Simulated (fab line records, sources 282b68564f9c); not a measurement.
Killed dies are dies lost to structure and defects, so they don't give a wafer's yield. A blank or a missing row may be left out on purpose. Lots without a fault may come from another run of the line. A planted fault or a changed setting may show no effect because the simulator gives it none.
A struck lot beside a sound one | flow rit_cmos | 27 steps out of a route of 202
Sound: wafers L560.1, L560.3, L560.5. Struck: wafer L577.5. (L577.1, L577.2 of the same lot were not struck and are left out.) The cause comes at the end.
At each step with rows: each side's tool, then ch and its chambers, then its first start. Under that, the readings that differ: sound wafers | struck wafers | difference of the means | sigmas: that difference in standard deviations of wafers without a fault.
alike: readings whose means differ by less than 2 such deviations, and words and numbers that are the same on both sides. not compared: withheld readings, readings that some wafer has no value for, bounds like >300 that may hide the same value, and numbers for which the record gives no deviation and whose values overlap.
The two part at a step that has a row with sigmas, a row that says differs or no value, or rows on one side only. Numbers that don't overlap but have no deviation are shown without sigmas and don't part them. A reading that every wafer of one side lacks parts them only if that side has two wafers or more.

first, 4 steps without rows for these wafers: RIT_CONTACT_SOFTBAKE_04 (time 60 s); RIT_CONTACT_EXPOSE_05 (exposes mask M11, target cd 1000 nm); RIT_CONTACT_PEB_06; RIT_CONTACT_DEVELOP_07 (develop time 120 s).
RIT_CONTACT_CD_MEAS_08: target cd 1000 nm.
  sound on cd_sem-01, day 4 02:30; struck on cd_sem-01, day 6 23:30
  alike: cd_nm
RIT_CONTACT_OVL_MEAS_09:
  sound on overlay-01, day 4 02:37; struck on overlay-02, day 6 23:37
  alike: CONTACT_OVL
then, 1 step without rows for these wafers: RIT_CONTACT_HARDBAKE_10 (time 60 s).
RIT_CONTACT_ETCH_11: etches SiO2 in CHF3/CF4/Ar, stops on TiSi2, target depth 480 nm, time 320 s.
  sound on rie_diel-01 ch 2,3, day 4 02:52; struck on rie_diel-01 ch 0, day 6 23:49
  alike: drypump_motor_current_A, oes_product_au, throttle_valve_pct
  not compared: rf_hours_counter_h
RIT_CONTACT_STRIP_12: strips in O2, time 180 s.
  sound on plasma_asher-02 ch 0,1, day 4 03:04; struck on plasma_asher-01 ch 1, day 7 00:00
  alike: drypump_motor_current_A
  not compared: rf_hours_counter_h
RIT_CONTACT_CD_MEAS_90: target cd 1000 nm.
  sound on cd_sem-01, day 4 03:14; struck on cd_sem-02, day 7 00:10
  alike: cd_nm
then, 2 steps without rows for these wafers: RIT_CONTACT_CLEAN_13 (cleans in SC1, time 600 s); RIT_CONTACT_CLEAN_14 (cleans in SC2, time 600 s).
RIT_M1_SPUTTER_00: material Al, target thk 400 nm, time 500 s.
  sound on pvd_sputter-03, day 4 04:17; struck on pvd_sputter-02, day 7 00:38
  reading                               | sound                | struck | difference | sigmas
  chamber_pressure_pa (Pa)              | 0.3991 0.3996 0.3991 | 0.5080 | +0.1087    | +99 or more
  throttle_valve_pct (%)                | 28.7 30.2 30.2       | 25.7   | -4.0       | -5
  model.Al_of_M1_SPUTTER_00.thk_nm (nm) | 397.1 397.7 396.5    | 370.5  | -26.6      |
RIT_M1_RS_MEAS_01: measures by four-point-probe.
  sound on film_metro-03, day 4 04:35; struck on film_metro-01, day 7 00:56
  reading           | sound                | struck | difference | sigmas
  M1_AL_RS (ohm/sq) | 0.0739 0.0739 0.0740 | 0.0800 | +0.0061    | +8
RIT_M1_THK_MEAS_02: measures by xrf.
  sound on film_metro-03, day 4 04:43; struck on film_metro-01, day 7 01:04
  reading        | sound       | struck | difference | sigmas
  M1_AL_THK (nm) | 401 399 398 | 369    | -30        | -7
then, 6 steps without rows for these wafers: RIT_M1_HMDS_03 (prime time 60 s); RIT_M1_COAT_04 (resist thk 1300 nm); RIT_M1_SOFTBAKE_05 (time 60 s); RIT_M1_EXPOSE_06 (exposes mask M12, target cd 2600 nm); RIT_M1_PEB_07; RIT_M1_DEVELOP_08 (develop time 68 s).
RIT_M1_CD_MEAS_09: target cd 2600 nm.
  sound on cd_sem-01, day 4 05:46; struck on cd_sem-01, day 7 02:00
  alike: cd_nm
RIT_M1_OVL_MEAS_10:
  sound on overlay-01, day 4 05:53; struck on overlay-02, day 7 02:07
  alike: M1_OVL
then, 1 step without rows for these wafers: RIT_M1_HARDBAKE_11 (time 120 s).
RIT_M1_METAL_ETCH_12: etches Al in Cl2/BCl3, stops on SiO2, time 165 s, target depth 600 nm.
  sound on rie_metal-02 ch 0,1, day 4 06:11; struck on rie_metal-01 ch 0, day 7 02:24
  reading                     | sound             | struck | difference | sigmas
  drypump_motor_current_A (A) | 6.4 5.6 6.4       | 4.9    | -1.2       | -3
  oes_product_au (a.u.)       | 0.775 0.762 0.770 | 0.723  | -0.046     | -4
  throttle_valve_pct (%)      | 8.46 8.23 8.45    | 8.09   | -0.29      | -2
  not compared: rf_hours_counter_h
then, 1 step without rows for these wafers: RIT_M1_STRIP_13 (strips in nmp, time 600 s).
RIT_M1_PROBE_99:
  sound on prober-01, day 4 08:44; struck on prober-01, day 7 05:28
  reading                  | sound                   | struck  | difference | sigmas
  sort_bin_6_memory (%)    | 2.3 2.3 0.8             | 0.4     | -1.4       | -2
  model.etest.m1.rs_ohm_sq | 0.07287 0.07285 0.07289 | 0.07847 | +0.00560   |
  alike: defect_limited_yield, killed_at_contacts, killed_at_front_end, killed_dies, killed_on_rim, killed_open, killed_short, sort_bin_3_pad_short, sort_bin_5_function, sort_n_pass, sort_yield_pct

WHERE THEY PART
First at RIT_M1_SPUTTER_00; last, within this record, at RIT_M1_PROBE_99.

WHY: what the simulator had put in
Process parameter drift: pvd_sputter-02, from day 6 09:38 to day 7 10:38, at RIT_M1_SPUTTER_00. Setting chamber_pressure_pa, moved by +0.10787, from 0.4. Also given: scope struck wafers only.
